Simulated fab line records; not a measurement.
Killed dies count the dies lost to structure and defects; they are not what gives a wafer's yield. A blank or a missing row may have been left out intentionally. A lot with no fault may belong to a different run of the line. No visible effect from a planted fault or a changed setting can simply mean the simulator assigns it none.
Which tool is to blame?    flow berkeleyCmos170    39 wafers from 13 lots sampled at 6 of the route's 331 steps

== WHAT THE GAUGES READ, wafer by wafer ==
UCB170_PWELL_TW_MEAS_17. Usual: PWELL_TW gives 378.8 (standard deviation 2.4).
lot   measured     on            PWELL_TW           flag
L681  day 3 04:46  filmMetro-01  379.3 376.7 379.8  
L683  day 3 18:37  filmMetro-04  375.4 376.2 374.4  
L682  day 3 19:16  filmMetro-04  375.3 374.5 375.1  
L684  day 4 01:43  filmMetro-04  377.0 378.3 377.5  
L685  day 4 08:05  filmMetro-01  376.8 377.1 376.7  
L686  day 4 08:38  filmMetro-03  380.2 381.6 380.0  
L691  day 5 14:01  filmMetro-03  383.1 381.4 382.1  
L696  day 6 13:38  filmMetro-04  376.5 375.2 376.5  
L695  day 6 13:50  filmMetro-03  379.1 379.7 378.9  
L697  day 6 13:55  filmMetro-01  382.7 383.0 379.9  
L702  day 8 06:04  filmMetro-01  377.7 377.5 375.7  
L704  day 8 06:05  filmMetro-03  379.7 379.5 381.2  
L703  day 8 06:11  filmMetro-04  375.8 376.7 376.5  

UCB170_PFIELD_TW_MEAS_09. Usual: PFIELD_TW gives 601 (standard deviation 3.3).
lot   measured     on            PFIELD_TW    flag
L681  day 4 14:13  filmMetro-02  603 601 602  
L683  day 5 09:20  filmMetro-04  595 597 599  
L682  day 5 08:47  filmMetro-01  608 603 606  
L684  day 5 13:35  filmMetro-04  593 598 595  
L685  day 5 20:54  filmMetro-01  606 605 603  
L686  day 5 21:06  filmMetro-02  608 611 606  
L691  day 7 03:03  filmMetro-02  601 603 602  
L696  day 8 17:05  filmMetro-01  600 598 597  
L695  day 8 16:51  filmMetro-01  599 600 596  
L697  day 8 16:59  filmMetro-02  602 599 599  
L702  day 9 16:58  filmMetro-01  600 597 601  
L704  day 9 18:04  filmMetro-01  601 600 603  
L703  day 9 17:14  filmMetro-02  602 599 606  

UCB170_GATE_THK_MEAS_05. Usual: GATE_POLY_THK gives 214.1 nm (standard deviation 2.4).
lot   measured      on            GATE_POLY_THK (nm)  flag
L681  day 6 20:16   filmMetro-01  214.6 215.5 214.6   
L683  day 7 18:58   filmMetro-01  218.5 215.7 214.8   
L682  day 7 18:58   filmMetro-03  215.5 213.5 213.9   
L684  day 7 18:58   filmMetro-02  215.4 215.5 214.3   
L685  day 8 14:58   filmMetro-01  216.7 215.5 215.2   
L686  day 8 15:05   filmMetro-01  215.3 214.4 213.7   
L691  day 9 14:30   filmMetro-02  339.7 339.7 338.3   OFF
L696  day 10 15:01  filmMetro-03  213.7 214.7 213.5   
L695  day 10 15:01  filmMetro-02  210.5 210.4 210.8   
L697  day 10 15:02  filmMetro-01  214.4 215.9 216.9   
L702  day 11 12:10  filmMetro-03  216.8 216.1 216.5   
L704  day 11 12:12  filmMetro-01  217.5 217.0 217.2   
L703  day 11 12:08  filmMetro-01  214.5 215.7 216.5   

UCB170_NLDD_TW_MEAS_11. Usual: NLDD_TW gives 2209 (standard deviation 16).
lot   measured      on            NLDD_TW         flag
L681  day 7 03:11   filmMetro-04  2210 2204 2215  
L683  day 8 00:39   filmMetro-04  2190 2202 2184  
L682  day 8 00:14   filmMetro-02  2190 2212 2208  
L684  day 8 00:32   filmMetro-03  2223 2210 2215  
L685  day 8 20:02   filmMetro-04  2190 2194 2196  
L686  day 8 20:55   filmMetro-03  2217 2220 2235  
L696  day 10 20:46  filmMetro-04  2190 2197 2191  
L695  day 10 20:01  filmMetro-03  2246 2235 2229  
L697  day 10 21:09  filmMetro-03  2218 2229 2230  
L702  day 11 20:27  filmMetro-04  2193 2187 2203  
L704  day 11 21:01  filmMetro-03  2227 2201 2221  
L703  day 11 20:44  filmMetro-04  2194 2202 2199  

== EACH LOT AND THE TOOL THAT RAN IT (in order: tool; ch and the chambers of the sampled wafers; start) ==
lot   UCB170_GATE_CVD_04           UCB170_GATE_ETCH_15
L681  lpcvd-02 ch 1, day 6 18:51   rieSi-02 ch 0,1, day 6 22:00
L683  lpcvd-01 ch 1, day 7 17:34   rieSi-01 ch 1,3, day 7 20:45
L682  lpcvd-01 ch 0, day 7 17:34   rieSi-01 ch 0,1,3, day 7 20:24
L684  lpcvd-01 ch 0, day 7 17:34   rieSi-02 ch 0,1,3, day 7 20:31
L685  lpcvd-02 ch 0, day 8 13:33   rieSi-02 ch 0,3, day 8 16:23
L686  lpcvd-02 ch 1, day 8 13:33   rieSi-01 ch 0,1,3, day 8 16:39
L691  lpcvd-01 ch 0, day 9 13:06   rieSi-02 ch 1,2, day 9 17:22
L696  lpcvd-02 ch 1, day 10 13:37  rieSi-01 ch 1,2, day 10 16:31
L695  lpcvd-02 ch 0, day 10 13:37  rieSi-02 ch 1,2,3, day 10 16:16
L697  lpcvd-02 ch 0, day 10 13:37  rieSi-02 ch 1,3, day 10 16:38
L702  lpcvd-02 ch 0, day 11 10:43  rieSi-02 ch 1,3, day 11 14:42
L704  lpcvd-02 ch 0, day 11 10:43  rieSi-01 ch 1,2, day 11 14:52
L703  lpcvd-02 ch 1, day 11 10:43  rieSi-01 ch 1,2,3, day 11 14:35
- UCB170_GATE_CVD_04: deposits poly-Si from SiH4, time 1440 s, target thk 214 nm.
- UCB170_GATE_ETCH_15: etches poly-Si in HBr/Cl2, stops on SiO2, time 56.3 s, target depth 278.2 nm.

== AS READ BY THE TOOLS THEMSELVES (means over the sampled wafers that have a number; for cases with no such wafer, the mark the record gives instead) ==
UCB170_GATE_CVD_04. Usual: spikeTcCentreC 613.1 C, standard deviation 1.2; spikeTcLoadC 631.5 C, standard deviation 1.7; spikeTcSourceC 629.1 C, standard deviation 2.1; susceptorTempC 610.04 C, standard deviation 0.29.
lot   tool      spikeTcCentreC (C)  spikeTcLoadC (C)  spikeTcSourceC (C)  susceptorTempC (C)  flag
L681  lpcvd-02  613.9               633.0             627.2               610.11              
L683  lpcvd-01  612.2               632.8             633.5               610.22              
L682  lpcvd-01  614.5               628.6             628.3               610.14              
L684  lpcvd-01  613.2               629.4             627.8               610.28              
L685  lpcvd-02  612.3               629.6             628.8               609.94              
L686  lpcvd-02  613.5               633.0             627.3               609.81              
L691  lpcvd-01  634.9               649.3             649.0               609.68              OFF
L696  lpcvd-02  613.8               632.7             627.1               609.92              
L695  lpcvd-02  613.0               631.6             628.9               610.68              
L697  lpcvd-02  612.8               632.2             628.9               610.13              
L702  lpcvd-02  613.3               630.1             628.7               610.06              
L704  lpcvd-02  612.8               630.4             628.7               609.75              
L703  lpcvd-02  612.7               633.0             627.5               609.72              

UCB170_GATE_ETCH_15. Usual: drypumpMotorCurrentA 5.6 A, standard deviation 0.57; oesProductAu 0.833 a.u., standard deviation 0.017; throttleValvePct 26.49 %, standard deviation 0.29.
lot   tool      drypumpMotorCurrentA (A)  oesProductAu (a.u.)  throttleValvePct (%)  flag
L681  rieSi-02  5.0                       0.824                26.27                 
L683  rieSi-01  6.1                       0.850                26.58                 
L682  rieSi-01  5.9                       0.834                26.38                 
L684  rieSi-02  5.3                       0.838                26.54                 
L685  rieSi-02  5.2                       0.819                26.29                 
L686  rieSi-01  5.9                       0.834                26.39                 
L691  rieSi-02  5.8                       1.028                26.68                 OFF
L696  rieSi-01  5.7                       0.833                26.58                 
L695  rieSi-02  5.7                       0.827                26.74                 
L697  rieSi-02  5.6                       0.842                26.81                 
L702  rieSi-02  5.5                       0.847                26.80                 
L704  rieSi-01  6.2                       0.847                26.60                 
L703  rieSi-01  5.7                       0.836                26.56                 

== THE ANSWER, worked out from the rows above alone ==
Rule: take the mean of a lot's wafers that have a number; if it is more than 3 standard deviations from the usual mean, the lot is off. Also off: a lot with no number at a reading for which 4 or more lots have one. Any other lot the step has rows for is counted as sound. First the gauges in route order, then the tools' own readings, where a lot's mean is used as printed above. At the first step where some lot is off, the reading lying furthest off is the one used; lots without a number count as furthest.
Off: at UCB170_GATE_THK_MEAS_05 (GATE_POLY_THK), L691.
If a tool, at a process step before that reading, ran all the lots that are off and no sound lot after the first of them, it fits. The gauges at UCB170_GATE_THK_MEAS_05 aren't tried: what is off there is off at UCB170_GATE_CVD_04 too, on other tools, and a gauge's error can't cause that. One fits: UCB170_GATE_CVD_04 on lpcvd-01. A fault onset in the window from L682 (day 7 17:34, its last sound lot) to L691 (day 9 13:06, its first lot off) fits.
The tool's own readings at UCB170_GATE_CVD_04 bear it out: on the lots that are off they differ by more than 5 times the standard deviation of the sound lots' means. spikeTcCentreC reads 634.9 C there against 613.2 C on the sound lots; spikeTcLoadC reads 649.3 C there against 631.4 C on the sound lots; spikeTcSourceC reads 649.0 C there against 628.6 C on the sound lots.

== WHAT THE SIMULATOR HAD PUT IN ==
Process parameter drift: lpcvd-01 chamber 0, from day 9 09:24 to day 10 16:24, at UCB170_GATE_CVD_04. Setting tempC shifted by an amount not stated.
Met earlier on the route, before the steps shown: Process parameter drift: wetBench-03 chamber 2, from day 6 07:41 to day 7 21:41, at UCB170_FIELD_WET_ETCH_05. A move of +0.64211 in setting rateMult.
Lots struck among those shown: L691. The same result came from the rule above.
